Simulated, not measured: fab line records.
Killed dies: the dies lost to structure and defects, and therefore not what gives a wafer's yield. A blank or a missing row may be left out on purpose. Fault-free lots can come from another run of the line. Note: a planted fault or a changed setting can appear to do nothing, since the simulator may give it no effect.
2 desks, one fault | flow rit-cmos | each desk holds nothing but its own numbers, with what lay behind them at the end

== METROLOGY DESK ==
Lot by lot, what the gauges showed, no matter which tool ran the lot: averages of those sampled wafers that carry a number. If a lot's mean is further than 4 standard deviations from the usual mean, the lot is out of limits and carries the mark OUT (the distance appears in the brackets).
Columns: A = NLDD_TW at RIT_NLDD_TW_MEAS_10, usual 2509; B = PSD_OVL at RIT_PSD_OVL_MEAS_06, usual -0.5 nm; C = PSD_RS at RIT_SDANNEAL_RS_MEAS_04, usual 115.55 ohm/sq; D = NSD_RS at RIT_SDANNEAL_RS_MEAS_05, usual 86.0 ohm/sq; E = PLDD_RS at RIT_SDANNEAL_RS_MEAS_06, usual 178.6 ohm/sq; F = CONTACT_TEOS_THK at RIT_CONTACT_THK_MEAS_01, usual 401 nm
lot  | first seen here | A    | B    | C               | D    | E               | F
L876 | day 2 17:43     | 2479 | -0.2 | 115.67          | 85.7 | 178.7           | 410
L877 | day 2 23:44     | 2454 | -2.3 | 115.45          | 85.9 | 179.1           | 400
L878 | day 3 03:29     | 2557 | -0.8 | 115.77          | 86.5 | 178.3           | 400
L879 | day 3 10:25     | 2500 | -2.4 | 115.65          | 86.0 | 178.0           | 398
L880 | day 3 18:24     | 2494 | 0.7  | 115.04          | 86.1 | 177.5           | 401
L881 | day 4 01:13     | 2550 | -3.5 | 115.50          | 86.5 | 178.7           | 396
L882 | day 4 06:16     | 2548 | -1.9 | 115.32          | 85.7 | 178.2           | 408
L883 | day 4 09:28     | 2547 | 0.9  | 115.55          | 86.1 | 178.8           | 405
L885 | day 4 23:46     | 2484 | -3.0 | 96.18 (-72) OUT | 84.7 | 162.1 (-33) OUT | 413
L890 | day 5 18:58     | 2476 | -0.2 | 115.80          | 85.9 | 178.8           | 395
L892 | day 6 01:17     | 2547 | 0.9  | 115.24          | 86.2 | 178.8           | 402
L894 | day 6 13:15     | 2467 | 0.3  | 115.63          | 86.1 | 179.0           | 406
L896 | day 6 21:38     | 2467 | 0.4  | 115.46          | 86.2 | 178.6           | 400
This desk's result: L885 out of limits, first on L885 (PSD_RS at RIT_SDANNEAL_RS_MEAS_04), day 5 07:02. In limits: L876, L877, L878, L879, L880, L881, L882, L883, L890, L892, L894, L896.

== DESK OF THE TOOL OWNER: rtp-anneal-01 ==
At RIT_SDANNEAL_RTA_03 (time 5 s), the tool's own readings, given per lot that ran on this tool as the mean of the sampled wafers with a number. If a lot's mean is further than 4 standard deviations from the usual mean, the lot is out of limits and carries the mark OUT (the distance appears in the brackets).
Columns: A = wafer_temp_C_max at RIT_SDANNEAL_RTA_03, usual 1053.7
lot  | first seen here | A
L877 | day 3 07:16     | 1054.2
L879 | day 3 18:01     | 1053.9
L881 | day 4 08:50     | 1053.8
L883 | day 4 17:07     | 1052.9
L885 | day 5 06:58     | 1054.7
This desk's finding: nothing out of limits on any of the 5 lots.

== BROUGHT TOGETHER ==
On L885, the metrology desk was in a position to raise an alarm at day 5 07:02.
The desk of the tool owner found nothing out of limits.
On record at the tool owner's desk: L885, within its limits.
On rtp-anneal-01, each named lot ran RIT_SDANNEAL_RTA_03.

== WHAT THE SIMULATOR HAD INSERTED ==
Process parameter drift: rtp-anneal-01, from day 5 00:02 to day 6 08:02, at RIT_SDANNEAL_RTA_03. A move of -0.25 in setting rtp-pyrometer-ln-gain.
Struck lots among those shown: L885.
Time in hours between the start of the fault and the first out-of-limits reading at each desk: metrology desk, 7.
